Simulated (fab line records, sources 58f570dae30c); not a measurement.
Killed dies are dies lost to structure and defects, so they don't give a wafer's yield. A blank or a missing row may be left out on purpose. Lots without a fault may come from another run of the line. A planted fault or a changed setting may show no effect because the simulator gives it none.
Problem report in the 8D (eight disciplines) form, filled by code | flow berkeley_cmos170 | the parts of the form that need people (team, actions taken, sign-off) are left out

1. THE PROBLEM
strip_time_to_endpoint_s at UCB170_V1_STRIP_15 reads a mean of 12.73 s on 6 wafers of 2 lots; wafers without a fault read 15.33 s with a standard deviation of 0.091. That is -29 standard deviations from the usual mean.
The step: strips in O2.
First seen on wafer L159.4, day 11 08:31, on plasma_asher-04. The record holds 42 wafers of 14 lots with a number at this step. Rule for "out", or "out of limits": more than 4 standard deviations from the usual mean. The other wafers with a number count as sound.

2. WHAT IT IS AND WHAT IT IS NOT
question                    | is                       | is not
which readings at this step | strip_time_to_endpoint_s | drypump_motor_current_A
which lots                  | L159, L160               | L141, L142, L144, L145, L149, L150, L151, L152, L154, L162, L163, L164
which wafers of those lots  | all that have a number   | -
read on which tools         | plasma_asher-04          | plasma_asher-01, plasma_asher-03
when                        | from day 11 08:31        | up to then (27 sound wafers); but 9 sound wafers of L162, L163, L164 came after

3. SUSPECTS, AND WHAT RULES EACH OUT
Counting: a tool at a process step up to the reading stays a suspect if it ran every lot that is out and no sound lot after the first of them.
- rie_diel-02 at UCB170_V1_ETCH_14 (etches SiO2 in CHF3/CF4/Ar, stops on Al, target depth 1250 nm, time 291 s): kept. It ran every lot that is out, first L159 (day 11 08:17), and no sound lot after that; its last sound lot up to then is L152 (day 9 14:19).
- plasma_asher-04 at UCB170_V1_STRIP_15 (strips in O2): ruled out as a lasting fault. Sound lots L162, L164 ran on it after its first lot that is out, L159 (day 11 08:31).
Left after counting: rie_diel-02 at UCB170_V1_ETCH_14.

4. THE CAUSE (what the simulator had put in)
Process parameter drift: rie_diel-02, from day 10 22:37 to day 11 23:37, at UCB170_V1_ETCH_14. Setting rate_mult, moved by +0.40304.
Counting left only this tool.

5. THE CHAIN OF EFFECTS, in route order
Each row: a reading whose mean over the struck wafers that have a number lies more than 3 standard deviations from the usual. Only readings for which the record gives a usual standard deviation are gone through. hours: the time from each lot's start at the first step in this table that gives one to its start at this step, as a median over the lots. sigmas: the change in usual standard deviations.
hours | step               | reading                  | usual   | on struck wafers | change | sigmas
0     | UCB170_V1_STRIP_15 | strip_time_to_endpoint_s | 15.33 s | 12.73            | -2.60  | -29
The process steps in it:
- UCB170_V1_STRIP_15: strips in O2.
Later measuring or inspecting steps at which every struck wafer that the step has a row for has a number for every such reading, and none has moved that far: UCB170_M2_CD_MEAS_15.

6. WHAT WOULD HAVE CAUGHT IT SOONER
In this record the first reading out of limits was taken at day 11 08:31, 10 hours after the fault began at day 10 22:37.
Of the tool readings at UCB170_V1_ETCH_14 for which the record gives a usual standard deviation, none was out on any struck wafer, so an alarm limit of 4 standard deviations on them would not have fired.
Of the lots that are out (2), L160 began UCB170_V1_ETCH_14 on rie_diel-02 after day 11 08:31. A hold on the tool at that time would have spared it.
